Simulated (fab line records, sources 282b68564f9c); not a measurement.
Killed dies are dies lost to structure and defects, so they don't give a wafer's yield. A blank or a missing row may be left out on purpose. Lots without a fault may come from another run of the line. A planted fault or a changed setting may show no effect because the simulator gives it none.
fab line records | flow rit_cmos | part 2 of 2: steps 32 to 42 of 42
record lots=5 wafers=15 last_day=7
route steps=202 shown ACTIVE@17 FOX1@20 FOX2@23 NWELL@28 PWELL@39 WELLDRIVE@50 NRETRO@53
lots that met no fault: from a run of the same line without faults
start_h: hours from the record's first day to the start of the lot's first wafer shown | wait_h: hours since the lot's step before | " the same as in the row above | L1.1+2: a row that stands for several wafers | - no value, or no start given | * or withheld: withheld | < > ~ a bound
route shown NAME@n: a module of which the file shows steps, and the number in the route of the first | usual: mean/standard deviation of fault-free wafers | same: alike in all rows | chamber/n: place in a boat | sites: the reading at each site | _std_site: their standard deviation | _edge_site: outer sites' mean less inner sites' | radius_mm: how far each site lies from the wafer's centre | mask NAME#n: copy n | behind: the tool/chamber that last shaped the wafer | hold: why the lot was held/for how many hours/how that ended | device: the transistor (n, p or np) that didn't switch | end of line: the same wafers' tests at the end of the route | a step without rows: its recipe alone | killed: dies lost to structure and defects at the first sort, not the wafer's yield | map: a wafer's dies, x killed, . not, _ none there
set.NAME: the setting as run; set.NAME@STEP: as run at that earlier step | model.NAME: the simulator's own value behind a step, which no gauge read
lots at some steps of the route; a table a step, a row a wafer
services: from which hour (start_h, from the record's first day; less than 0 if before it) a tool's chamber was out of use, for how many hours, and why
## steps
# step RIT_PWELL_STRIP_09
# recipe chemistry=O2 time_s=180 resist=NOVOLAK platen_temp_c=withheld power_w=500 pressure_mtorr=4000 o2_flow_sccm=4000
# usual drypump_motor_current_A=5.8/0.31
# columns lot.wafer tool chamber start_h wait_h drypump_motor_current_A rf_hours_counter_h
L076.1 plasma_asher-01 0 32.24 0.1 5.6 38
L076.3 " 0 " " 5.6 -
L076.6 " 0 " " 5.6 -
L082.1 plasma_asher-04 1 64.54 0.1 6.3 43
L082.2 " 0 " " 5.9 43
L082.5 " 1 " " 6.3 -
L091.1 plasma_asher-01 1 109.99 0.1 5.9 46
L091.3 " 1 " " 5.9 -
L091.5 " 0 " " 5.6 -
L095.1 plasma_asher-01 1 130.01 0.1 5.9 49
L095.2 " 0 " " 5.6 49
L095.6 " 0 " " 5.6 -
L096.1 plasma_asher-01 1 134.07 0.1 5.9 49
L096.2 " 0 " " 5.6 49
L096.3 " 1 " " 5.9 -
# step RIT_PWELL_TW_MEAS_10
# usual PWELL_TW=954/4.5
# columns lot.wafer tool chamber start_h wait_h PWELL_TW
L076.1 film_metro-01 - 32.41 0.1 961
L076.3 " - " " 958
L076.6 " - " " 956
L082.1 film_metro-03 - 64.71 0.1 947
L082.2 " - " " 950
L082.5 " - " " 949
L091.1 film_metro-02 - 110.17 0.1 951
L091.3 " - " " 953
L091.5 " - " " 950
L095.1 film_metro-02 - 130.20 0.1 955
L095.2 " - " " 953
L095.6 " - " " 954
L096.1 film_metro-01 - 134.25 0.1 958
L096.2 " - " " 953
L096.3 " - " " 953
# step RIT_WELLDRIVE_ANNEAL_00
# recipe temp_c=1100 time_s=14700 ambient=N2
# columns lot.wafer tool chamber start_h wait_h
L076.1+3+6 furnace-04 0 32.50 0.1
L082.1+2+5 furnace-01 0 64.77 0.1
L091.1+3+5 furnace-03 0 110.27 0.1
L095.1+2+6 furnace-03 0 130.26 0.1
L096.1+2+3 furnace-04 0 134.31 0.1
# step RIT_WELLDRIVE_RS_MEAS_01
# recipe thk_meas_gauge=four-point-probe
# usual NWELL_RS=275.6/0.73
# columns lot.wafer tool chamber start_h wait_h NWELL_RS[ohm/sq]
L076.1 film_metro-02 - 37.58 0.0 275.0
L076.3 " - " " 275.9
L076.6 " - " " 275.1
L082.1 film_metro-01 - 69.86 0.0 276.3
L082.2 " - " " 275.5
L082.5 " - " " 275.7
L091.1 film_metro-03 - 115.36 0.0 275.6
L091.3 " - " " 275.8
L091.5 " - " " 275.5
L095.1 film_metro-02 - 135.35 0.0 275.6
L095.2 " - " " 275.9
L095.6 " - " " 276.1
L096.1 film_metro-01 - 139.39 0.0 274.6
L096.2 " - " " 274.4
L096.3 " - " " 274.5
# step RIT_WELLDRIVE_RS_MEAS_02
# recipe thk_meas_gauge=four-point-probe
# usual PWELL_RS=429.7/1
# columns lot.wafer tool chamber start_h wait_h PWELL_RS[ohm/sq]
L076.1 film_metro-02 - 37.70 0.1 429.9
L076.3 " - " " 428.3
L076.6 " - " " 429.1
L082.1 film_metro-01 - 69.98 0.1 431.4
L082.2 " - " " 431.0
L082.5 " - " " 430.5
L091.1 film_metro-03 - 115.48 0.1 429.4
L091.3 " - " " 429.7
L091.5 " - " " 430.0
L095.1 film_metro-02 - 135.47 0.1 428.3
L095.2 " - " " 429.0
L095.6 " - " " 429.7
L096.1 film_metro-01 - 139.51 0.1 430.6
L096.2 " - " " 431.4
L096.3 " - " " 431.3
# step RIT_NRETRO_HMDS_00
# recipe prime_time_s=60 prime_temp_c=140
# usual resist_line_temp_C=23.00/0.099
# columns lot.wafer tool chamber start_h wait_h resist_line_temp_C
L076.1 litho_track-02 0 37.88 0.2 23.25
L076.3 " 0 " " 23.24
L076.6 " 0 " " 23.10
L082.1 litho_track-01 0 70.10 0.1 22.94
L082.2 " 0 " " 23.08
L082.5 " 0 " " 23.00
L091.1 litho_track-02 0 115.60 0.1 23.04
L091.3 " 0 " " 22.89
L091.5 " 0 " " 23.00
L095.1 litho_track-04 0 135.59 0.1 22.81
L095.2 " 0 " " 23.06
L095.6 " 0 " " 22.97
L096.1 litho_track-01 0 139.73 0.2 23.09
L096.2 " 0 " " 22.96
L096.3 " 0 " " 22.86
# step RIT_NRETRO_COAT_01
# recipe resist=NOVOLAK spin_rpm=2000 resist_thk_nm=1300
# usual resist_line_temp_C=22.98/0.1
# columns lot.wafer tool chamber start_h wait_h resist_line_temp_C
L076.1 litho_track-02 0 38.03 0.1 22.86
L076.3 " 0 " " 23.06
L076.6 " 0 " " 23.05
L082.1 litho_track-01 0 70.25 0.1 23.01
L082.2 " 0 " " 23.03
L082.5 " 0 " " 23.15
L091.1 litho_track-02 0 115.75 0.1 22.94
L091.3 " 0 " " 23.10
L091.5 " 0 " " 23.12
L095.1 litho_track-04 0 135.74 0.1 22.89
L095.2 " 0 " " 22.93
L095.6 " 0 " " 23.25
L096.1 litho_track-01 0 139.88 0.1 22.89
L096.2 " 0 " " 22.91
L096.3 " 0 " " 23.05
# step RIT_NRETRO_SOFTBAKE_02
# recipe resist=NOVOLAK temp_c=90 time_s=60
# usual resist_line_temp_C=23.00/0.11
# columns lot.wafer tool chamber start_h wait_h resist_line_temp_C
L076.1 litho_track-02 0 38.18 0.1 22.92
L076.3 " 0 " " 23.12
L076.6 " 0 " " 23.23
L082.1 litho_track-01 0 70.40 0.1 22.89
L082.2 " 0 " " 22.70
L082.5 " 0 " " 22.82
L091.1 litho_track-02 0 115.90 0.1 22.96
L091.3 " 0 " " 22.90
L091.5 " 0 " " 22.88
L095.1 litho_track-04 0 135.89 0.1 23.00
L095.2 " 0 " " 23.09
L095.6 " 0 " " 23.22
L096.1 litho_track-01 0 140.03 0.1 23.12
L096.2 " 0 " " 22.92
L096.3 " 0 " " 23.02
# step RIT_NRETRO_EXPOSE_03
# recipe mask_id=M4 na=0.57 target_cd_nm=43900 dose_mj=250
# columns lot.wafer tool chamber start_h wait_h mask
L076.1+3+6 iline_stepper-02 0 38.33 0.1 M4#0
L082.1+2+5 iline_stepper-01 0 70.55 0.1 M4#0
L091.1+3+5 iline_stepper-01 0 116.17 0.2 M4#0
L095.1+2+6 iline_stepper-02 0 136.04 0.1 M4#0
L096.1+2+3 iline_stepper-01 0 140.31 0.2 M4#0
# step RIT_NRETRO_PEB_04
# recipe resist=NOVOLAK temp_c=withheld time_s=withheld
# usual resist_line_temp_C=*
# columns lot.wafer tool chamber start_h wait_h resist_line_temp_C
L076.1 litho_track-04 0 38.63 0.3 *
L076.3 " 0 " " *
L076.6 " 0 " " *
L082.1 litho_track-01 0 70.66 0.1 *
L082.2 " 0 " " *
L082.5 " 0 " " *
L091.1 litho_track-02 0 116.29 0.1 *
L091.3 " 0 " " *
L091.5 " 0 " " *
L095.1 litho_track-02 0 136.15 0.1 *
L095.2 " 0 " " *
L095.6 " 0 " " *
L096.1 litho_track-02 0 140.44 0.1 *
L096.2 " 0 " " *
L096.3 " 0 " " *
# step RIT_NRETRO_DEVELOP_05
# recipe resist=NOVOLAK develop_time_s=68 dev_temp_c=23
# usual resist_line_temp_C=23.00/0.11
# columns lot.wafer tool chamber start_h wait_h resist_line_temp_C
L076.1 litho_track-04 0 - - 23.09
L076.3 " 0 " " 23.11
L076.6 " 0 " " 23.15
L082.1 litho_track-01 0 - - 23.11
L082.2 " 0 " " 23.05
L082.5 " 0 " " 23.03
L091.1 litho_track-02 0 - - 23.00
L091.3 " 0 " " 23.03
L091.5 " 0 " " 23.12
L095.1 litho_track-02 0 - - 23.09
L095.2 " 0 " " 22.98
L095.6 " 0 " " 23.11
L096.1 litho_track-02 0 - - 22.97
L096.2 " 0 " " 22.95
L096.3 " 0 " " 23.09
## services
# columns tool chamber start_h hours kind
wet_bench-04 - 9.27 3.3 repair
implanter-02 - 11.37 10.5 pm
plasma_asher-02 - 25.15 1.0 repair
implanter-02 - 25.20 4.3 repair
furnace-03 - 28.49 3.5 pm
iline_stepper-02 - 36.43 1.7 pm
furnace-02 - 66.27 3.9 pm
plasma_asher-04 - 71.89 1.8 repair
furnace-04 - 82.20 2.9 pm
furnace-04 - 85.07 8.7 pm
plasma_asher-03 - 86.78 4.0 pm
implanter-04 - 90.73 4.1 pm
implanter-04 - 96.55 3.2 repair
iline_stepper-01 - 96.99 1.7 pm
plasma_asher-04 - 108.75 9.0 pm
plasma_asher-04 0 108.75 9.0 vent_cycle
plasma_asher-04 1 108.75 9.0 vent_cycle
plasma_asher-04 0 117.75 - clean
plasma_asher-04 1 117.75 - clean
implanter-03 - 120.14 0.5 repair
implanter-01 - 123.12 0.5 repair
plasma_asher-04 - 126.51 5.2 repair
wet_bench-01 - 133.03 1.9 repair
